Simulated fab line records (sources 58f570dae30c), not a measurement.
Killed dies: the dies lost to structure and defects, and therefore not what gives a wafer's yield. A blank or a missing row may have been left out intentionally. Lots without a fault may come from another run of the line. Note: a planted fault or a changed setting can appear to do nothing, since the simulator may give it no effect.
Comparing a struck lot with a sound one :: flow berkeley-cmos170 :: 14 steps out of a route of 331
Sound: the wafers L380.1, L380.2, L380.3. The struck wafers were L376.2, L376.5, L376.6. Last of all comes the cause.
Order at every step that has rows: each side's tool, ch and its chambers, its first start. Under that, the readings that differ: sound wafers :: struck wafers :: difference of the means :: sigmas: that difference in standard deviations of wafers without a fault.
alike: readings with means less than 2 such deviations apart, plus words and numbers identical on both sides. not compared: withheld readings, readings lacking a value on some wafer, bounds such as >300 that could conceal the same value, and numbers that have no deviation in the record and whose values overlap.
Wherever a step has rows on one side only, a row that says differs or no value, or a row with sigmas, the two part there. When numbers do not overlap yet have no deviation, they are printed without sigmas and do not part them. A reading missing from all wafers of one side parts the sides only when that side holds two or more wafers.

first, 4 steps without rows for these wafers: UCB170_NWELL_WET_ETCH_19 (etches SiO2 in BOE, time 22 s); UCB170_PWELL_CLEAN_00 (cleans in SPM, time 600 s); UCB170_PWELL_CLEAN_01 (cleans in dHF, time 60 s); UCB170_PWELL_OXIDATION_02 (target thk 26.4 nm, ox time 1260 s).
UCB170_PWELL_THK_MEAS_03:
  sound: film-metro-03 at day 6 18:19; struck: film-metro-03 at day 5 19:26
  alike: PWELL_OXIDE_THK
then, 2 steps without rows for these wafers: UCB170_PWELL_ANNEAL_04 (time 900 s); UCB170_PWELL_CVD_05 (deposits Si3N4 from SiH2Cl2/NH3, target thk 220 nm, time 3300 s).
UCB170_PWELL_THK_MEAS_06:
  sound: film-metro-03 at day 7 02:26; struck: film-metro-03 at day 6 02:59
  alike: PWELL_NITRIDE_THK
then, 4 steps without rows for these wafers: UCB170_PWELL_HMDS_07 (prime time 60 s); UCB170_PWELL_COAT_08 (resist thk 900 nm); UCB170_PWELL_SOFTBAKE_09 (time 60 s); UCB170_PWELL_EXPOSE_10 (exposes mask PWELL, target cd 3000 nm).
UCB170_PWELL_PEB_11:
  sound on litho-track-01 ch 0, day 7 03:16; struck on litho-track-03, day 6 03:59
  no value came back on the struck wafers for chill-plate-temp-C (C), exhaust-pa (Pa); on the sound wafers chill-plate-temp-C (C) reads 23.05 22.66 22.87
then, 1 step without rows for these wafers: UCB170_PWELL_DEVELOP_12 (develop time 45 s).

## WHERE THEY PART
Only at UCB170_PWELL_PEB_11, within this record.

WHY: what the simulator had put in
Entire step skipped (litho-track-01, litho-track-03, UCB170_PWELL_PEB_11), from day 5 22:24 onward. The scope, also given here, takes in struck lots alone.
